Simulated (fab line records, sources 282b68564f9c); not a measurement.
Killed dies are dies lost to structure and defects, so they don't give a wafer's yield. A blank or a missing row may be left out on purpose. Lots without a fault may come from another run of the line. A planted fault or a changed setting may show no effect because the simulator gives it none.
fab line records | flow rit_cmos
record lots=14 wafers=42 last_day=7
route steps=202 shown PSD@143 PLDD@159 CONTACT@176 M1@202
lots that met no fault: from a run of the same line without faults
start_h: hours from the record's first day to the start of the lot's first wafer shown | wait_h: hours since the lot's step before | " the same as in the row above | L1.1+2: a row that stands for several wafers | - no value, or no start given | * or withheld: withheld | < > ~ a bound
route shown NAME@n: a module of which the file shows steps, and the number in the route of the first | usual: mean/standard deviation of fault-free wafers | same: alike in all rows | chamber/n: place in a boat | sites: the reading at each site | _std_site: their standard deviation | _edge_site: outer sites' mean less inner sites' | radius_mm: how far each site lies from the wafer's centre | mask NAME#n: copy n | behind: the tool/chamber that last shaped the wafer | hold: why the lot was held/for how many hours/how that ended | device: the transistor (n, p or np) that didn't switch | end of line: the same wafers' tests at the end of the route | a step without rows: its recipe alone | killed: dies lost to structure and defects at the first sort, not the wafer's yield | map: a wafer's dies, x killed, . not, _ none there
set.NAME: the setting as run; set.NAME@STEP: as run at that earlier step | model.NAME: the simulator's own value behind a step, which no gauge read
steps of the route over a sample of lots; a table a step, a row a wafer
## steps
# step RIT_PSD_COAT_01
# recipe resist=NOVOLAK spin_rpm=3250 resist_thk_nm=1000
# usual spin_speed_rpm=3250.3/2.1
# columns lot.wafer tool chamber start_h wait_h spin_speed_rpm
L792.1 litho_track-03 0 55.10 0.1 3250.4
L792.5 " 0 " " 3250.0
L792.6 " 0 " " 3253.3
L794.1 litho_track-01 0 69.78 0.1 3251.1
L794.3 " 0 " " 3245.8
L794.6 " 0 " " 3250.0
L795.2 litho_track-01 0 76.91 0.1 3245.6
L795.3 " 0 " " 3249.7
L795.4 " 0 " " 3250.4
L796.2 litho_track-04 0 79.08 0.1 3250.2
L796.4 " 0 " " 3250.1
L796.5 " 0 " " 3247.2
L798.3 litho_track-03 0 83.97 0.1 3246.5
L798.4 " 0 " " 3251.5
L798.6 " 0 " " 3248.1
L800.2 litho_track-04 0 94.53 0.1 3337.9
L800.4 " 0 " " 3334.6
L800.6 " 0 " " 3335.6
L801.3 litho_track-04 0 101.65 0.1 3337.7
L801.4 " 0 " " 3333.8
L801.5 " 0 " " 3332.3
L802.2 litho_track-03 0 104.33 0.1 3249.1
L802.3 " 0 " " 3248.5
L802.5 " 0 " " 3249.7
L806.2 litho_track-01 0 123.72 0.1 3254.1
L806.3 " 0 " " 3250.5
L806.5 " 0 " " 3252.0
L807.2 litho_track-03 0 128.76 0.1 3253.0
L807.5 " 0 " " 3251.6
L807.6 " 0 " " 3249.3
L808.2 litho_track-01 0 131.67 0.1 3248.3
L808.3 " 0 " " 3253.1
L808.4 " 0 " " 3252.7
L809.1 litho_track-03 0 138.58 0.1 3251.8
L809.4 " 0 " " 3249.7
L809.5 " 0 " " 3249.3
L812.3 litho_track-03 0 155.05 0.1 3253.4
L812.4 " 0 " " 3251.0
L812.6 " 0 " " 3249.5
L813.1 litho_track-03 0 159.62 0.1 3247.7
L813.4 " 0 " " 3247.0
L813.6 " 0 " " 3250.1
# step RIT_SDANNEAL_RS_MEAS_06
# recipe thk_meas_gauge=four-point-probe
# usual PLDD_RS=178.6/0.46
# columns lot.wafer tool chamber start_h wait_h PLDD_RS[ohm/sq]
L792.1 film_metro-01 - 57.07 0.1 178.6
L792.5 " - " " 179.0
L792.6 " - " " 178.7
L794.1 film_metro-01 - 72.05 0.1 178.9
L794.3 " - " " 179.4
L794.6 " - " " 179.0
L795.2 film_metro-01 - 79.02 0.1 178.5
L795.3 " - " " 178.5
L795.4 " - " " 178.6
L796.2 film_metro-04 - 81.03 0.1 178.1
L796.4 " - " " 178.2
L796.5 " - " " 178.9
L798.3 film_metro-02 - 86.02 0.1 180.1
L798.4 " - " " 179.9
L798.6 " - " " 179.9
L800.2 film_metro-04 - 96.61 0.1 179.9
L800.4 " - " " 178.2
L800.6 " - " " 179.1
L801.3 film_metro-02 - 103.97 0.1 178.0
L801.4 " - " " 178.1
L801.5 " - " " 178.2
L802.2 film_metro-02 - 106.42 0.1 178.9
L802.3 " - " " 178.4
L802.5 " - " " 178.3
L806.2 film_metro-01 - 125.81 0.1 178.3
L806.3 " - " " 178.0
L806.5 " - " " 178.5
L807.2 film_metro-04 - 130.69 0.1 179.5
L807.5 " - " " 179.5
L807.6 " - " " 178.6
L808.2 film_metro-04 - 133.75 0.1 178.8
L808.3 " - " " 178.6
L808.4 " - " " 178.5
L809.1 film_metro-01 - 140.55 0.1 178.2
L809.4 " - " " 178.1
L809.5 " - " " 178.4
L812.3 film_metro-01 - 156.99 0.1 179.3
L812.4 " - " " 178.4
L812.6 " - " " 178.3
L813.1 film_metro-01 - 161.56 0.1 178.7
L813.4 " - " " 178.7
L813.6 " - " " 178.4
# step RIT_CONTACT_CD_MEAS_08
# recipe target_cd_nm=1000
# usual cd_nm=1000.0/2.6
# columns lot.wafer tool chamber start_h wait_h cd_nm
L792.1 cd_sem-02 - 59.06 - 1006.0
L792.5 " - " " 1004.4
L792.6 " - " " 1004.5
L794.1 cd_sem-01 - 74.01 - 996.8
L794.3 " - " " 997.6
L794.6 " - " " 997.1
L795.2 cd_sem-01 - 80.99 - 1002.0
L795.3 " - " " 998.1
L795.4 " - " " 999.2
L796.2 cd_sem-01 - 82.96 - 1001.5
L796.4 " - " " 1002.5
L796.5 " - " " 1000.2
L798.3 cd_sem-01 - 87.91 - 994.5
L798.4 " - " " 997.1
L798.6 " - " " 994.9
L800.2 cd_sem-01 - 98.49 - 1000.2
L800.4 " - " " 1000.3
L800.6 " - " " 1002.3
L801.3 cd_sem-01 - 105.93 - 998.6
L801.4 " - " " 998.6
L801.5 " - " " 997.9
L802.2 cd_sem-01 - 108.54 - 999.3
L802.3 " - " " 997.7
L802.5 " - " " 1000.6
L806.2 cd_sem-02 - 127.78 - 1003.6
L806.3 " - " " 1003.5
L806.5 " - " " 1004.0
L807.2 cd_sem-02 - 132.53 - 1001.0
L807.5 " - " " 1000.2
L807.6 " - " " 999.2
L808.2 cd_sem-02 - 135.58 - 998.2
L808.3 " - " " 1001.5
L808.4 " - " " 998.6
L809.1 cd_sem-02 - 142.39 - 996.1
L809.4 " - " " 998.6
L809.5 " - " " 999.6
L812.3 cd_sem-02 - 158.96 - 1002.2
L812.4 " - " " 1002.4
L812.6 " - " " 1003.2
L813.1 cd_sem-02 - 163.40 - 996.6
L813.4 " - " " 995.3
L813.6 " - " " 996.8
# step RIT_M1_PROBE_99
# usual killed_at_M0_to_M3=0.0/0.2 killed_at_contacts=0.2/0.38 killed_at_front_end=6.7/3 killed_dies=6.9/3 killed_on_rim=1.8/1.4 killed_open=3.5/1.9 killed_short=3.3/2
# same gross_dies=264 killed_at_M4_up=0 killed_at_back_side=0 killed_at_other=0
# columns lot.wafer tool chamber start_h wait_h killed_at_M0_to_M3 killed_at_contacts killed_at_front_end killed_dies killed_on_rim killed_open killed_short
L792.1 prober-02 - 65.41 0.1 0 1 5 6 1 2 3
L792.5 prober-02 - 65.61 0.2 0 0 4 4 1 3 1
L792.6 prober-02 - 65.66 0.2 0 0 3 3 0 0 2
L794.1 prober-02 - 79.33 0.1 0 0 6 6 2 3 3
L794.3 prober-02 - 79.43 0.2 0 0 9 9 4 8 1
L794.6 prober-02 - 79.58 0.2 0 0 8 8 1 4 4
L795.2 prober-01 - 86.66 0.1 0 0 8 8 4 5 3
L795.3 prober-01 - 86.71 0.2 0 0 7 7 3 2 5
L795.4 prober-01 - 86.76 0.2 0 1 9 10 7 8 2
L796.2 prober-02 - 89.03 0.1 0 0 9 9 1 4 5
L796.4 prober-02 - 89.13 0.2 0 0 7 7 2 3 4
L796.5 prober-02 - 89.18 0.2 0 0 4 4 0 2 2
L798.3 prober-02 - 93.99 0.2 1 0 5 6 2 3 2
L798.4 prober-02 - 94.04 0.2 0 0 7 7 4 5 2
L798.6 prober-02 - 94.14 0.2 1 0 9 10 4 4 5
L800.2 prober-02 - 103.82 0.1 0 0 9 9 3 7 2
L800.4 prober-02 - 103.92 0.2 0 0 5 5 3 2 3
L800.6 prober-02 - 104.02 0.2 0 0 13 13 2 6 7
L801.3 prober-01 - 111.34 0.2 0 0 6 6 2 4 2
L801.4 prober-01 - 111.39 0.2 0 0 3 3 1 3 0
L801.5 prober-01 - 111.44 0.2 0 0 6 6 5 2 4
L802.2 prober-02 - 113.90 0.1 0 0 6 6 0 1 5
L802.3 prober-02 - 113.95 0.2 0 1 6 7 3 5 2
L802.5 prober-02 - 114.05 0.2 0 0 5 5 0 5 0
L806.2 prober-02 - 133.50 0.1 0 1 7 8 2 3 5
L806.3 prober-02 - 133.55 0.2 0 0 4 4 1 3 1
L806.5 prober-02 - 133.65 0.2 0 0 7 7 2 4 3
L807.2 prober-01 - 138.72 0.1 0 0 4 4 0 3 1
L807.5 prober-01 - 138.87 0.2 0 0 6 6 2 3 3
L807.6 prober-01 - 138.92 0.2 0 0 7 7 1 4 3
L808.2 prober-02 - 141.30 0.1 0 0 11 11 3 6 5
L808.3 prober-02 - 141.35 0.2 0 0 9 9 3 4 5
L808.4 prober-02 - 141.40 0.2 0 0 3 3 1 3 0
L809.1 prober-01 - 149.40 0.1 0 0 10 10 3 5 5
L809.4 prober-01 - 149.55 0.2 0 0 4 4 2 3 1
L809.5 prober-01 - 149.60 0.2 0 0 9 9 2 4 5
L812.3 prober-02 - 164.98 0.2 0 0 3 3 1 2 1
L812.4 prober-02 - 165.03 0.2 0 0 7 7 0 3 4
L812.6 prober-02 - 165.13 0.2 0 1 6 7 1 5 2
L813.1 prober-01 - 168.75 0.1 0 1 8 9 3 4 4
L813.4 prober-01 - 168.90 0.2 0 0 4 4 1 2 2
L813.6 prober-01 - 169.00 0.2 0 1 3 4 1 1 3
# killed by level:class
L792.1 SPACER:geometric_particle:short=2 GATE:geometric_particle:short=1 SPACER:geometric_particle:open=1 CONTACT:geometric_particle:open=1 PWELL:coat_microbubble_printed=1
L792.5 SILICIDE:geometric_particle:open=2 FOX1:geometric_particle:open=1 REOX:geometric_particle:short=1
L792.6 FOX2:geometric_particle:short=1 GATE:geometric_particle:short=1 PWELL:coat_microbubble_printed=1
L794.1 REOX:geometric_particle:open=2 FOX2:geometric_particle:short=1 GATE:geometric_particle:open=1 GATE:geometric_particle:short=1 REOX:geometric_particle:short=1
L794.3 REOX:geometric_particle:open=5 GATE:geometric_particle:open=2 FOX2:geometric_particle:open=1 GATE:geometric_particle:short=1
L794.6 REOX:geometric_particle:open=4 REOX:geometric_particle:short=2 FOX1:geometric_particle:short=1 GATE:geometric_particle:short=1
L795.2 GATE:geometric_particle:open=2 SILICIDE:geometric_particle:open=2 GATE:geometric_particle:short=1 SPACER:geometric_particle:short=1 SPACER:geometric_particle:open=1 SILICIDE:geometric_particle:short=1
L795.3 FOX2:geometric_particle:short=2 FOX1:geometric_particle:short=1 GATE:geometric_particle:open=1 GATE:geometric_particle:short=1 SILICIDE:geometric_particle:short=1 SILICIDE:geometric_particle:open=1
L795.4 FOX1:geometric_particle:open=3 SPACER:geometric_particle:open=2 FOX2:geometric_particle:open=1 REOX:geometric_particle:short=1 REOX:geometric_particle:open=1 SPACER:geometric_particle:short=1 CONTACT:geometric_particle:open=1
L796.2 GATE:geometric_particle:short=3 GATE:geometric_particle:open=2 FOX1:geometric_particle:open=1 FOX2:geometric_particle:short=1 REOX:geometric_particle:short=1 SPACER:geometric_particle:open=1
L796.4 FOX2:geometric_particle:short=2 SILICIDE:geometric_particle:open=2 GATE:geometric_particle:open=1 GATE:geometric_particle:short=1 REOX:geometric_particle:short=1
L796.5 FOX2:geometric_particle:short=2 REOX:geometric_particle:open=1 SPACER:geometric_particle:open=1
L798.3 SPACER:geometric_particle:open=3 GATE:geometric_particle:short=1 SPACER:geometric_particle:short=1 M1:coat_microbubble_printed=1
L798.4 GATE:geometric_particle:open=4 FOX2:geometric_particle:open=1 GATE:geometric_particle:short=1 SPACER:geometric_particle:short=1
L798.6 GATE:geometric_particle:short=3 GATE:geometric_particle:open=3 FOX1:geometric_particle:short=1 REOX:geometric_particle:open=1 SPACER:geometric_particle:short=1 M1:coat_microbubble_printed=1
L800.2 GATE:geometric_particle:open=5 FOX2:geometric_particle:open=1 FOX2:geometric_particle:short=1 REOX:geometric_particle:open=1 SILICIDE:geometric_particle:short=1
L800.4 GATE:geometric_particle:short=2 FOX1:geometric_particle:short=1 FOX2:geometric_particle:open=1 SILICIDE:geometric_particle:open=1
L800.6 GATE:geometric_particle:open=5 GATE:geometric_particle:short=3 REOX:geometric_particle:short=2 ACTIVE:geometric_particle:open=1 FOX1:geometric_particle:short=1 FOX2:geometric_particle:short=1
L801.3 GATE:geometric_particle:open=3 ACTIVE:geometric_particle:short=1 FOX2:geometric_particle:open=1 GATE:geometric_particle:short=1
L801.4 SPACER:geometric_particle:open=2 SILICIDE:geometric_particle:open=1
L801.5 GATE:geometric_particle:open=2 ACTIVE:geometric_particle:short=1 FOX2:geometric_particle:short=1 GATE:geometric_particle:short=1 SPACER:geometric_particle:short=1
L802.2 GATE:geometric_particle:short=2 REOX:geometric_particle:short=2 FOX1:geometric_particle:short=1 GATE:geometric_particle:open=1
L802.3 SPACER:geometric_particle:open=2 FOX1:geometric_particle:open=1 FOX2:geometric_particle:open=1 GATE:geometric_particle:short=1 GATE:geometric_particle:open=1 CONTACT:geometric_particle:short=1
L802.5 SPACER:geometric_particle:open=2 FOX1:geometric_particle:open=1 GATE:geometric_particle:open=1 REOX:geometric_particle:open=1
L806.2 GATE:geometric_particle:short=2 SILICIDE:geometric_particle:short=2 FOX2:geometric_particle:short=1 SPACER:geometric_particle:open=1 SILICIDE:geometric_particle:open=1 CONTACT:geometric_particle:open=1
L806.3 FOX1:geometric_particle:open=1 FOX2:geometric_particle:short=1 FOX2:geometric_particle:open=1 GATE:geometric_particle:open=1
L806.5 SILICIDE:geometric_particle:open=2 FOX1:geometric_particle:short=1 FOX2:geometric_particle:short=1 GATE:geometric_particle:open=1 REOX:geometric_particle:short=1 SPACER:geometric_particle:open=1
L807.2 ACTIVE:geometric_particle:short=1 FOX2:geometric_particle:open=1 GATE:geometric_particle:open=1 SILICIDE:geometric_particle:open=1
L807.5 GATE:geometric_particle:short=2 REOX:geometric_particle:open=2 FOX1:geometric_particle:short=1 SPACER:geometric_particle:open=1
L807.6 GATE:geometric_particle:open=3 GATE:geometric_particle:short=3 SILICIDE:geometric_particle:open=1
L808.2 SPACER:geometric_particle:short=2 SPACER:geometric_particle:open=2 SILICIDE:geometric_particle:open=2 FOX2:geometric_particle:open=1 FOX2:geometric_particle:short=1 GATE:geometric_particle:short=1 GATE:geometric_particle:open=1 SILICIDE:geometric_particle:short=1
L808.3 FOX2:geometric_particle:short=2 SILICIDE:geometric_particle:open=2 GATE:geometric_particle:short=1 REOX:geometric_particle:short=1 REOX:geometric_particle:open=1 SPACER:geometric_particle:short=1 SPACER:geometric_particle:open=1
L808.4 FOX1:geometric_particle:open=1 GATE:geometric_particle:open=1 SPACER:geometric_particle:open=1
L809.1 GATE:geometric_particle:short=2 GATE:geometric_particle:open=2 REOX:geometric_particle:short=2 SPACER:geometric_particle:open=2 REOX:geometric_particle:open=1 SILICIDE:geometric_particle:short=1
L809.4 FOX2:geometric_particle:open=1 GATE:geometric_particle:short=1 GATE:geometric_particle:open=1 SILICIDE:geometric_particle:open=1
L809.5 GATE:geometric_particle:short=4 GATE:geometric_particle:open=2 REOX:geometric_particle:open=2 FOX1:geometric_particle:short=1
L812.3 FOX1:geometric_particle:open=1 REOX:geometric_particle:open=1 SPACER:geometric_particle:short=1
L812.4 GATE:geometric_particle:open=2 GATE:geometric_particle:short=2 FOX1:geometric_particle:short=1 REOX:geometric_particle:open=1 SILICIDE:geometric_particle:short=1
L812.6 GATE:geometric_particle:open=2 SILICIDE:geometric_particle:short=2 FOX1:geometric_particle:open=1 SPACER:geometric_particle:open=1 CONTACT:geometric_particle:open=1
L813.1 FOX1:geometric_particle:short=2 SPACER:geometric_particle:open=2 GATE:geometric_particle:open=1 GATE:geometric_particle:short=1 SILICIDE:geometric_particle:short=1 SILICIDE:geometric_particle:open=1 CONTACT:coat_microbubble_printed=1
L813.4 GATE:geometric_particle:open=1 SPACER:geometric_particle:open=1 SPACER:geometric_particle:short=1 SILICIDE:geometric_particle:short=1
L813.6 FOX1:geometric_particle:short=2 REOX:geometric_particle:open=1 CONTACT:geometric_particle:short=1
## key
first_sign step=RIT_PSD_COAT_01 reading=spin_speed_rpm direction=up sigmas=40 usual=3250.3 struck=3335.3
effect none on later readings
met_at RIT_PSD_COAT_01
struck_lots L800,L801
tester_left_out L800,L801
not_acting_at RIT_SDANNEAL_RS_MEAS_06,RIT_CONTACT_CD_MEAS_08
onset_between 79.08 94.53
fault kind=process_parameter_drift tool=litho_track-04 chamber=- onset_h=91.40 steps=RIT_PSD_COAT_01 channel=spin_rpm offset=85.713 shape=step end_h=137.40 acts_in=these_recipes_only stated=3250
# tester_left_out: of these lots the tester's yield and bins aren't shown, on N5 and GAA mostly nor the transistor test; their killed dies are dies lost to structure and defects alone, not to doping, threshold or leakage, so they don't give the yield
